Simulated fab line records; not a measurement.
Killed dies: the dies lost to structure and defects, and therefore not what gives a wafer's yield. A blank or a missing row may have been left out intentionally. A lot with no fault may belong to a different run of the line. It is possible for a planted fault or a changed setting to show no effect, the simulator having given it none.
Which tool is to blame? :: flow rit cmos :: Sampling: 15 lots, 45 wafers, 2 of 202 route steps

== WHAT EACH GAUGE READ, for each wafer ==
RIT_PRETRO_TW_MEAS_10.
lot: L338
measured: day 2 08:56
on: film metro-01
PRETRO_TW: 483 482 485

lot: L339
measured: day 2 15:14
on: film metro-02
PRETRO_TW: 470 470 470

lot: L340
measured: day 2 18:53
on: film metro-01
PRETRO_TW: 483 484 484

lot: L341
measured: day 2 22:59
on: film metro-01
PRETRO_TW: 482 484 482

lot: L343
measured: day 3 08:34
on: film metro-01
PRETRO_TW: 482 481 483

lot: L345
measured: day 3 18:54
on: film metro-02
PRETRO_TW: 470 470 472

lot: L346
measured: day 4 00:25
on: film metro-02
PRETRO_TW: 464 466 464

lot: L347
measured: day 4 05:10
on: film metro-02
PRETRO_TW: 467 468 466

lot: L348
measured: day 4 10:17
on: film metro-01
PRETRO_TW: 480 482 484

lot: L350
measured: day 4 19:28
on: film metro-01
PRETRO_TW: 480 483 482

lot: L355
measured: day 5 20:56
on: film metro-03
PRETRO_TW: 30 30 30

lot: L356
measured: day 6 07:25
on: film metro-01
PRETRO_TW: 30 30 31

lot: L357
measured: day 6 09:07
on: film metro-01
PRETRO_TW: 30 30 30

lot: L360
measured: day 6 21:23
on: film metro-03
PRETRO_TW: 467 465 469

lot: L361
measured: day 7 03:34
on: film metro-02
PRETRO_TW: 469 468 472

== WHAT TOOL EACH LOT RAN ON (gives the tool, then ch and the chambers of the sampled wafers, and finally the start) ==
lot: L338
RIT_NRETRO_STRIP_09: plasma asher-02 ch 0,1, day 2 07:14

lot: L339
RIT_NRETRO_STRIP_09: plasma asher-04 ch 0,1, day 2 13:32

lot: L340
RIT_NRETRO_STRIP_09: plasma asher-02 ch 1, day 2 17:08

lot: L341
RIT_NRETRO_STRIP_09: plasma asher-04 ch 0,1, day 2 21:08

lot: L343
RIT_NRETRO_STRIP_09: plasma asher-04 ch 0,1, day 3 06:44

lot: L345
RIT_NRETRO_STRIP_09: plasma asher-01 ch 0,1, day 3 17:10

lot: L346
RIT_NRETRO_STRIP_09: plasma asher-02 ch 0,1, day 3 22:35

lot: L347
RIT_NRETRO_STRIP_09: plasma asher-02 ch 1, day 4 03:16

lot: L348
RIT_NRETRO_STRIP_09: plasma asher-01 ch 0,1, day 4 08:07

lot: L350
RIT_NRETRO_STRIP_09: plasma asher-01 ch 0,1, day 4 17:37

lot: L355
RIT_NRETRO_STRIP_09: plasma asher-04 ch 0,1, day 5 19:05

lot: L356
RIT_NRETRO_STRIP_09: plasma asher-04 ch 0, day 6 05:34

lot: L357
RIT_NRETRO_STRIP_09: plasma asher-04 ch 0,1, day 6 07:17

lot: L360
RIT_NRETRO_STRIP_09: plasma asher-02 ch 0,1, day 6 19:40

lot: L361
RIT_NRETRO_STRIP_09: plasma asher-02 ch 0,1, day 7 01:52
- RIT_NRETRO_STRIP_09: strips in O2, time 180 s.

== WHAT THE TOOLS THEMSELVES READ (means of the sampled wafers that have a number; where no wafer has one, the mark that the record gives instead) ==
RIT_NRETRO_STRIP_09.
lot: L338
tool: plasma asher-02
chamber pressure mTorr (mTorr): 3998
drypump motor current A (A): 5.8
o2 flow sccm (sccm): 4009

lot: L339
tool: plasma asher-04
chamber pressure mTorr (mTorr): 4001
drypump motor current A (A): 5.2
o2 flow sccm (sccm): 4005

lot: L340
tool: plasma asher-02
chamber pressure mTorr (mTorr): 3997
drypump motor current A (A): 5.8
o2 flow sccm (sccm): 3988

lot: L341
tool: plasma asher-04
chamber pressure mTorr (mTorr): 4005
drypump motor current A (A): 5.2
o2 flow sccm (sccm): 4005

lot: L343
tool: plasma asher-04
chamber pressure mTorr (mTorr): 4000
drypump motor current A (A): 5.3
o2 flow sccm (sccm): 4013

lot: L345
tool: plasma asher-01
chamber pressure mTorr (mTorr): 3998
drypump motor current A (A): 5.9
o2 flow sccm (sccm): 4006

lot: L346
tool: plasma asher-02
chamber pressure mTorr (mTorr): 4001
drypump motor current A (A): 5.8
o2 flow sccm (sccm): 3988

lot: L347
tool: plasma asher-02
chamber pressure mTorr (mTorr): 4002
drypump motor current A (A): 5.8
o2 flow sccm (sccm): 4012

lot: L348
tool: plasma asher-01
chamber pressure mTorr (mTorr): 3997
drypump motor current A (A): 5.9
o2 flow sccm (sccm): 3994

lot: L350
tool: plasma asher-01
chamber pressure mTorr (mTorr): 4005
drypump motor current A (A): 5.7
o2 flow sccm (sccm): 4004

lot: L355
tool: plasma asher-04
chamber pressure mTorr (mTorr): -
drypump motor current A (A): -
o2 flow sccm (sccm): -

lot: L356
tool: plasma asher-04
chamber pressure mTorr (mTorr): -
drypump motor current A (A): -
o2 flow sccm (sccm): -

lot: L357
tool: plasma asher-04
chamber pressure mTorr (mTorr): -
drypump motor current A (A): -
o2 flow sccm (sccm): -

lot: L360
tool: plasma asher-02
chamber pressure mTorr (mTorr): 3999
drypump motor current A (A): 5.8
o2 flow sccm (sccm): 3997

lot: L361
tool: plasma asher-02
chamber pressure mTorr (mTorr): 3997
drypump motor current A (A): 5.8
o2 flow sccm (sccm): 4005

== THE ANSWER, worked out from the rows above alone ==
Rule: what is usual is taken from the lots themselves. Put in order of their means at a reading, lots are off if they are a third of the lots or fewer, leave a main group of 4 or more, and stand apart from it by a gap of 3 or more times the standard deviation of the main group's means; of several such gaps the widest counts. Not used: any main group whose means are identical at the precision the tables above print for the reading. Also off: a lot with no number at a reading for which 4 or more lots have one. Where the step has rows for the other lots, those lots are counted as sound. The gauges are gone through in route order, then the tools' own readings, and for those a lot's mean is taken as printed above. The first step at which some lot is off is used, and at that step the reading that is off furthest; a lot without a number counts as furthest.
Off: L355, L356, L357, seen at RIT_PRETRO_TW_MEAS_10 (PRETRO_TW). Mean 475 and standard deviation 7.4 in the main group.
If a tool, at a process step before that reading, ran all the lots that are off and no sound lot after the first of them, it fits. Not tried: the gauges at RIT_PRETRO_TW_MEAS_10; whatever is off there is also off at RIT_NRETRO_STRIP_09, on other tools, and gauge error can't account for it. One candidate fits, namely plasma asher-04 at RIT_NRETRO_STRIP_09. Its last sound lot is L343 (day 3 06:44), its first lot that is off L355 (day 5 19:05): a fault that began between those two fits.
Blank at RIT_NRETRO_STRIP_09 on the lots that are off, where sound lots have numbers: chamber pressure mTorr, drypump motor current A, o2 flow sccm.

== WHAT THE SIMULATOR HAD PUT IN ==
Entire step skipped (plasma asher-04, RIT_NRETRO_STRIP_09), from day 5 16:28 onward. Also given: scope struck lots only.
Lots struck among those shown: L355, L356, L357. This agrees with what the rule above found.
